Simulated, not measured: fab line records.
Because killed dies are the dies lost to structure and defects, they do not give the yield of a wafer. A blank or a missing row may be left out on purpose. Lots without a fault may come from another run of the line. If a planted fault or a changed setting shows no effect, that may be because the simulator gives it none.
Tool commonality check :: flow berkeley-cmos170 :: 14 lots, 42 wafers sampled

REASON IT WAS OPENED
At UCB170_NWELL_TW_MEAS_16 the reading NWELL_TW is flagged on 2 of 14 lots. Wafers without a fault read 1252, standard deviation 6.4.
Rule: a lot gets a flag if all its wafers with a number sit over 4 standard deviations from that mean, or if no wafer of it has a number. As for the other lots, they are considered sound.

lot: L260
measured: day 2 05:53
on: film-metro-04
NWELL_TW, wafer by wafer: 1234 1241 1238
flag: 

lot: L261
measured: day 2 09:31
on: film-metro-01
NWELL_TW, wafer by wafer: 1254 1255 1264
flag: 

lot: L262
measured: day 2 19:50
on: film-metro-01
NWELL_TW, wafer by wafer: 1261 1262 1261
flag: 

lot: L264
measured: day 3 05:34
on: film-metro-02
NWELL_TW, wafer by wafer: 1258 1254 1263
flag: 

lot: L266
measured: day 3 22:55
on: film-metro-04
NWELL_TW, wafer by wafer: 1242 1252 1244
flag: 

lot: L265
measured: day 3 23:02
on: film-metro-01
NWELL_TW, wafer by wafer: 1259 1249 1249
flag: 

lot: L271
measured: day 4 10:52
on: film-metro-04
NWELL_TW, wafer by wafer: 1097 1096 1102
flag: FLAGGED

lot: L269
measured: day 4 11:08
on: film-metro-01
NWELL_TW, wafer by wafer: 1103 1105 1111
flag: FLAGGED

lot: L273
measured: day 4 23:28
on: film-metro-02
NWELL_TW, wafer by wafer: 1257 1253 1252
flag: 

lot: L276
measured: day 5 12:35
on: film-metro-01
NWELL_TW, wafer by wafer: 1248 1246 1246
flag: 

lot: L278
measured: day 5 23:47
on: film-metro-04
NWELL_TW, wafer by wafer: 1250 1248 1246
flag: 

lot: L279
measured: day 6 00:04
on: film-metro-02
NWELL_TW, wafer by wafer: 1253 1256 1250
flag: 

lot: L282
measured: day 6 18:23
on: film-metro-01
NWELL_TW, wafer by wafer: 1262 1265 1254
flag: 

lot: L283
measured: day 6 22:18
on: film-metro-02
NWELL_TW, wafer by wafer: 1244 1250 1249
flag: 
On average the flagged lots' numbers are 1102, which is -150 against the usual, or -23 standard deviations.

LOT BY LOT: THE TOOL USED
The record holds 1 process step before the reading, out of a route of 331 steps. Every cell lists first the tool, next ch and the chambers used by the sampled wafers, and last the start.
lot: L260
flag: 
UCB170_NWELL_IMPLANT_14: implanter-04 ch 0, day 2 05:38

lot: L261
flag: 
UCB170_NWELL_IMPLANT_14: implanter-04 ch 0, day 2 09:17

lot: L262
flag: 
UCB170_NWELL_IMPLANT_14: implanter-01 ch 0, day 2 19:35

lot: L264
flag: 
UCB170_NWELL_IMPLANT_14: implanter-01 ch 0, day 3 05:19

lot: L266
flag: 
UCB170_NWELL_IMPLANT_14: implanter-04 ch 0, day 3 22:40

lot: L265
flag: 
UCB170_NWELL_IMPLANT_14: implanter-01 ch 0, day 3 22:47

lot: L271
flag: FLAGGED
UCB170_NWELL_IMPLANT_14: implanter-04 ch 0, day 4 10:37

lot: L269
flag: FLAGGED
UCB170_NWELL_IMPLANT_14: implanter-04 ch 0, day 4 10:54

lot: L273
flag: 
UCB170_NWELL_IMPLANT_14: implanter-01 ch 0, day 4 23:14

lot: L276
flag: 
UCB170_NWELL_IMPLANT_14: implanter-01 ch 0, day 5 12:22

lot: L278
flag: 
UCB170_NWELL_IMPLANT_14: implanter-01 ch 0, day 5 23:32

lot: L279
flag: 
UCB170_NWELL_IMPLANT_14: implanter-01 ch 0, day 5 23:49

lot: L282
flag: 
UCB170_NWELL_IMPLANT_14: implanter-01 ch 0, day 6 18:08

lot: L283
flag: 
UCB170_NWELL_IMPLANT_14: implanter-01 ch 0, day 6 22:05
What the steps here do:
- UCB170_NWELL_IMPLANT_14
- UCB170_NWELL_TW_MEAS_16

FLAGGED OVER TOTAL, TOOL BY TOOL (the gauges that took the reading come last)
step: UCB170_NWELL_IMPLANT_14
tool: implanter-01
lots run: 9
flagged: 0
share of the flagged lots: none
sound lots run after its first flagged lot: -

step: UCB170_NWELL_IMPLANT_14
tool: implanter-04
lots run: 5
flagged: 2
share of the flagged lots: all
sound lots run after its first flagged lot: 0

step: UCB170_NWELL_TW_MEAS_16
tool: film-metro-01
lots run: 6
flagged: 1
share of the flagged lots: some
sound lots run after its first flagged lot: 2 (L276,L282)

step: UCB170_NWELL_TW_MEAS_16
tool: film-metro-02
lots run: 4
flagged: 0
share of the flagged lots: none
sound lots run after its first flagged lot: -

step: UCB170_NWELL_TW_MEAS_16
tool: film-metro-04
lots run: 4
flagged: 1
share of the flagged lots: some
sound lots run after its first flagged lot: 1 (L278)

WHAT THE TABLE ALLOWS
1 row of the table ran every flagged lot: implanter-04 at UCB170_NWELL_IMPLANT_14.
- implanter-04 at UCB170_NWELL_IMPLANT_14: 2 of its 5 lots flagged. It ran its last sound lot, L266, at day 3 22:40 and its first flagged lot, L271, at day 4 10:37: a fault with its onset between the two fits.
Left over: one tool, implanter-04 at UCB170_NWELL_IMPLANT_14.

WHAT THE SIMULATOR HAD INSERTED
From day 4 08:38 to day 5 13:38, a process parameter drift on implanter-04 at UCB170_NWELL_IMPLANT_14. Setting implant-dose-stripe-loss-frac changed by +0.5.
Lots struck among those shown: L271, L269. The rule given above showed the same thing.
